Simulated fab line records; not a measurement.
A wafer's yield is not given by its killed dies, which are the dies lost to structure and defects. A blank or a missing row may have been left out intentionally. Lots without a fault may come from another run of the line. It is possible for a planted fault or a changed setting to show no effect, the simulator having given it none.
Which tool is to blame? :: flow berkeley cmos170 :: 7 lots, 21 wafers sampled, at 1 step of a route of 331

WHAT EACH GAUGE READ, for each wafer
UCB170_M1_CD_MEAS_90: target cd 700 nm.
lot: L268
measured: day 8 09:16
on: cd sem-01
cd nm (nm): 698.0 696.7 696.6

lot: L272
measured: day 9 09:04
on: cd sem-01
cd nm (nm): 699.4 696.9 696.0

lot: L271
measured: day 9 10:21
on: cd sem-01
cd nm (nm): 697.5 699.1 698.0

lot: L276
measured: day 10 21:36
on: cd sem-02
cd nm (nm): 701.1 696.6 699.9

lot: L280
measured: day 11 04:13
on: cd sem-02
cd nm (nm): 697.6 695.4 694.6

lot: L286
measured: day 12 11:14
on: cd sem-01
cd nm (nm): 696.4 696.1 698.1

lot: L287
measured: day 13 14:47
on: cd sem-01
cd nm (nm): 696.0 696.0 698.2

WHAT TOOL EACH LOT RAN ON (gives the tool, then ch and the chambers of the sampled wafers, and finally the start)
The record holds no process step before these readings.

THE ANSWER, worked out from the rows above alone
Rule: the lots themselves supply what counts as usual. Put in order of their means at a reading, lots are off if they are a third of the lots or fewer, leave a main group of 4 or more, and stand apart from it by a gap of 3 or more times the standard deviation of the main group's means; of several such gaps the widest counts. If all means in a main group match to the digits the tables above print for the reading, that group is not used. A lot without any number at a reading at which 4 lots or more have one is off too. The other lots that the step has rows for count as sound.
Across all readings shown, no lot is off: no conclusion can be drawn from this.

WHAT WAS PUT IN BY THE SIMULATOR
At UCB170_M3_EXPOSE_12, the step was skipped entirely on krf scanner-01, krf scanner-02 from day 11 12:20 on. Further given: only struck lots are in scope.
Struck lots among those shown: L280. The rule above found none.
